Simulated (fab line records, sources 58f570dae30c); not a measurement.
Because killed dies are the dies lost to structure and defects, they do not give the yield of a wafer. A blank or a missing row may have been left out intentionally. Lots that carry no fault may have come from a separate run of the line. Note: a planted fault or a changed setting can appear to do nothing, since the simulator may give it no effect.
Chamber matching ; flow berkeley cmos170 ; UCB170_ACTIVE_ETCH_15 on rie diel-01: 4 sister chambers
The step etches Si3N4 in CH3F/Ar/O2, stops on SiO2, target depth 242 nm, time 151 s. 4 wafers are shown with their chamber, then 7 later ones without.

WAFERS, EACH WITH ITS CHAMBER
wafer;chamber;drypump motor current A (A)
L735.1;1;5.1
L738.5;2;5.9
L741.2;3;5.7
L741.4;0;5.3

WAFERS MISSING THEIR CHAMBER
wafer;drypump motor current A (A)
L741.6;5.7
L742.1;5.1
L742.2;6.0
L742.5;5.9
L748.1;5.9
L748.4;5.3
L748.5;5.2

EACH ONE'S CHAMBER
wafer;from the rows above;in truth
L741.6;3;3
L742.1;1;1
L742.2;2;2
L742.5;2;2
L748.1;2;2
L748.4;0;0
L748.5;can't be placed: 0 or 1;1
Placed correctly: 6 of 7. Not placeable from these rows: 1 (in 1, the candidates include the true chamber). Number placed wrongly: 0.
How it was worked out, from the rows above alone: a wafer's distance from a chamber is the root of the sum, over the readings, of the square of ((its reading less the chamber's mean) divided by the reading's scatter). The wafer belongs to the nearest chamber; if the next one is less than 2 further off, it can't be placed. Each chamber's mean is taken over the wafers shown for it. The scatter: root of mean squared gap, hidden wafer to nearest shown wafer, with one shown wafer a chamber.
